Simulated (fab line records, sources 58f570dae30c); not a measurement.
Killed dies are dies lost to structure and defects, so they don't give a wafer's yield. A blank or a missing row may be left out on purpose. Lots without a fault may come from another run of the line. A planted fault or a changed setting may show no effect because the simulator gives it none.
Which tool did it? | flow berkeley_cmos170 | 14 lots, 42 wafers sampled, at 4 steps of a route of 331

WHAT THE GAUGES READ, wafer by wafer
UCB170_M3_RS_MEAS_02: measures by four-point-probe.
lot  | measured     | on            | M3_AL_RS (ohm/sq)
L654 | day 10 10:32 | film_metro-01 | 0.0315 0.0317 0.0320
L653 | day 10 12:29 | film_metro-01 | 0.0320 0.0318 0.0322
L661 | day 12 02:40 | film_metro-01 | 0.0314 0.0320 0.0318
L660 | day 12 06:19 | film_metro-02 | 0.0317 0.0317 0.0315
L662 | day 12 07:08 | film_metro-04 | 0.0326 0.0320 0.0320
L664 | day 12 06:12 | film_metro-01 | 0.0316 0.0320 0.0319
L663 | day 12 07:26 | film_metro-02 | 0.0326 0.0323 0.0324
L665 | day 12 08:28 | film_metro-01 | 0.0320 0.0319 0.0319
L667 | day 13 16:46 | film_metro-02 | 0.0317 0.0319 0.0319
L666 | day 13 14:30 | film_metro-02 | 0.0323 0.0320 0.0319
L668 | day 13 16:53 | film_metro-04 | 0.0318 0.0318 0.0321
L669 | day 13 17:09 | film_metro-01 | 0.0322 0.0322 0.0326
L670 | day 13 16:30 | film_metro-01 | 0.0325 0.0327 0.0326
L671 | day 14 08:38 | film_metro-04 | 0.0319 0.0320 0.0321

WHICH TOOL RAN EACH LOT (tool, then ch and the chambers of the sampled wafers, then the start)
lot  | UCB170_NVT_CLEAN_10             | UCB170_M2_STRIP_07                   | UCB170_V2_STRIP_15
L654 | wet_bench-03 ch 2, day 8 00:36  | plasma_asher-02 ch 0,1, day 10 05:46 | plasma_asher-02 ch 0,1, day 10 10:10
L653 | wet_bench-01 ch 3, day 8 00:48  | plasma_asher-04 ch 0,1, day 10 06:56 | plasma_asher-01 ch 0,1, day 10 12:05
L661 | wet_bench-01 ch 3, day 9 19:36  | plasma_asher-02 ch 0,1, day 11 18:34 | plasma_asher-01 ch 0,1, day 12 02:17
L660 | wet_bench-01 ch 2, day 9 19:50  | plasma_asher-03 ch 0,1, day 12 00:32 | plasma_asher-01 ch 0,1, day 12 05:54
L662 | wet_bench-03 ch 2, day 10 02:38 | plasma_asher-03 ch 0,1, day 12 01:13 | plasma_asher-04 ch 0,1, day 12 06:46
L664 | wet_bench-01 ch 0, day 10 02:53 | plasma_asher-02 ch 0,1, day 12 00:46 | plasma_asher-02 ch 1, day 12 05:47
L663 | wet_bench-03 ch 0, day 10 02:59 | plasma_asher-02 ch 0,1, day 12 03:07 | plasma_asher-01 ch 0,1, day 12 07:04
L665 | wet_bench-01 ch 0, day 10 03:14 | plasma_asher-04 ch 0,1, day 12 03:50 | plasma_asher-02 ch 0,1, day 12 07:59
L667 | wet_bench-01 ch 2, day 10 20:20 | plasma_asher-02 ch 0,1, day 13 08:08 | plasma_asher-01 ch 0,1, day 13 16:24
L666 | wet_bench-01 ch 1, day 10 20:31 | plasma_asher-03 ch 0,1, day 13 07:10 | plasma_asher-01 ch 0,1, day 13 14:07
L668 | wet_bench-01 ch 2, day 11 03:02 | plasma_asher-03 ch 0,1, day 13 08:56 | plasma_asher-04 ch 0,1, day 13 16:31
L669 | wet_bench-01 ch 0, day 11 03:02 | plasma_asher-02 ch 0,1, day 13 09:23 | plasma_asher-01 ch 0,1, day 13 16:46
L670 | wet_bench-01 ch 0, day 11 03:02 | plasma_asher-04 ch 0,1, day 13 07:54 | plasma_asher-02 ch 0,1, day 13 16:02
L671 | wet_bench-01 ch 0, day 11 20:10 | plasma_asher-03 ch 0,1, day 14 04:03 | plasma_asher-02 ch 0,1, day 14 08:16
- UCB170_NVT_CLEAN_10: cleans in SPM, time 600 s.
- UCB170_M2_STRIP_07: strips in O2.
- UCB170_V2_STRIP_15: strips in O2.

WHAT THE TOOLS THEMSELVES READ (means of the sampled wafers that have a number; where no wafer has one, the mark that the record gives instead)
UCB170_NVT_CLEAN_10.
lot  | tool         | bath_guard_temp_C (C) | bath_heat_duty_pct (%)
L654 | wet_bench-03 | -                     | -
L653 | wet_bench-01 | -                     | -
L661 | wet_bench-01 | 119.5                 | 15.1
L660 | wet_bench-01 | 120.4                 | 17.0
L662 | wet_bench-03 | 120.0                 | 13.3
L664 | wet_bench-01 | 120.2                 | 14.2
L663 | wet_bench-03 | 118.9                 | 14.0
L665 | wet_bench-01 | 120.0                 | 14.4
L667 | wet_bench-01 | 120.4                 | 16.1
L666 | wet_bench-01 | 119.7                 | 14.4
L668 | wet_bench-01 | 120.4                 | 17.0
L669 | wet_bench-01 | 120.2                 | 14.1
L670 | wet_bench-01 | 120.0                 | 14.3
L671 | wet_bench-01 | 119.9                 | 13.6

UCB170_M2_STRIP_07.
lot  | tool            | drypump_motor_current_A (A) | oes_product_au (a.u.) | strip_time_to_endpoint_s (s)
L654 | plasma_asher-02 | 5.5                         | 0.731                 | 22.04
L653 | plasma_asher-04 | 5.5                         | 0.732                 | 22.04
L661 | plasma_asher-02 | 5.3                         | 0.733                 | 21.98
L660 | plasma_asher-03 | 5.7                         | 0.736                 | 21.95
L662 | plasma_asher-03 | 5.3                         | 0.738                 | 21.87
L664 | plasma_asher-02 | 5.6                         | 0.732                 | 22.04
L663 | plasma_asher-02 | 5.3                         | 0.734                 | 22.05
L665 | plasma_asher-04 | 5.5                         | 0.736                 | 22.02
L667 | plasma_asher-02 | 5.3                         | 0.738                 | 21.98
L666 | plasma_asher-03 | 5.7                         | 0.729                 | 21.96
L668 | plasma_asher-03 | 5.3                         | 0.734                 | 22.05
L669 | plasma_asher-02 | 5.3                         | 0.737                 | 21.99
L670 | plasma_asher-04 | 5.5                         | 0.737                 | 22.11
L671 | plasma_asher-03 | 5.3                         | 0.735                 | 21.95

UCB170_V2_STRIP_15.
lot  | tool            | drypump_motor_current_A (A) | oes_product_au (a.u.) | strip_time_to_endpoint_s (s)
L654 | plasma_asher-02 | 5.6                         | 0.723                 | 15.39
L653 | plasma_asher-01 | 6.1                         | 0.725                 | 15.31
L661 | plasma_asher-01 | 6.0                         | 0.722                 | 15.31
L660 | plasma_asher-01 | 6.1                         | 0.721                 | 15.37
L662 | plasma_asher-04 | 5.6                         | 0.721                 | 15.47
L664 | plasma_asher-02 | 5.8                         | 0.725                 | 15.39
L663 | plasma_asher-01 | 6.1                         | 0.720                 | 15.27
L665 | plasma_asher-02 | 5.5                         | 0.724                 | 15.42
L667 | plasma_asher-01 | 6.0                         | 0.722                 | 15.32
L666 | plasma_asher-01 | 6.1                         | 0.720                 | 15.34
L668 | plasma_asher-04 | 5.5                         | 0.720                 | 15.51
L669 | plasma_asher-01 | 6.1                         | 0.722                 | 15.26
L670 | plasma_asher-02 | 5.3                         | 0.722                 | 15.33
L671 | plasma_asher-02 | 5.3                         | 0.724                 | 15.33

THE ANSWER, worked out from the rows above alone
Rule: what is usual is taken from the lots themselves. Put in order of their means at a reading, lots are off if they are a third of the lots or fewer, leave a main group of 4 or more, and stand apart from it by a gap of 3 or more times the standard deviation of the main group's means; of several such gaps the widest counts. A main group whose means are all the same, to the digits that the tables above print for the reading, isn't used. A lot without any number at a reading at which 4 lots or more have one is off too. The other lots that the step has rows for count as sound. The gauges are gone through in route order, then the tools' own readings, and for those a lot's mean is taken as printed above. The first step at which some lot is off is used, and at that step the reading that is off furthest; a lot without a number counts as furthest.
Off: L654, L653, at UCB170_NVT_CLEAN_10 (bath_guard_temp_C). Without a number there: L654, L653. The main group: mean 120.0 C, standard deviation 0.42.
A tool fits if, at that step or a process step before it, it ran every lot that is off, and no sound lot after the first of them. None of those tried fits.

WHAT THE SIMULATOR HAD PUT IN
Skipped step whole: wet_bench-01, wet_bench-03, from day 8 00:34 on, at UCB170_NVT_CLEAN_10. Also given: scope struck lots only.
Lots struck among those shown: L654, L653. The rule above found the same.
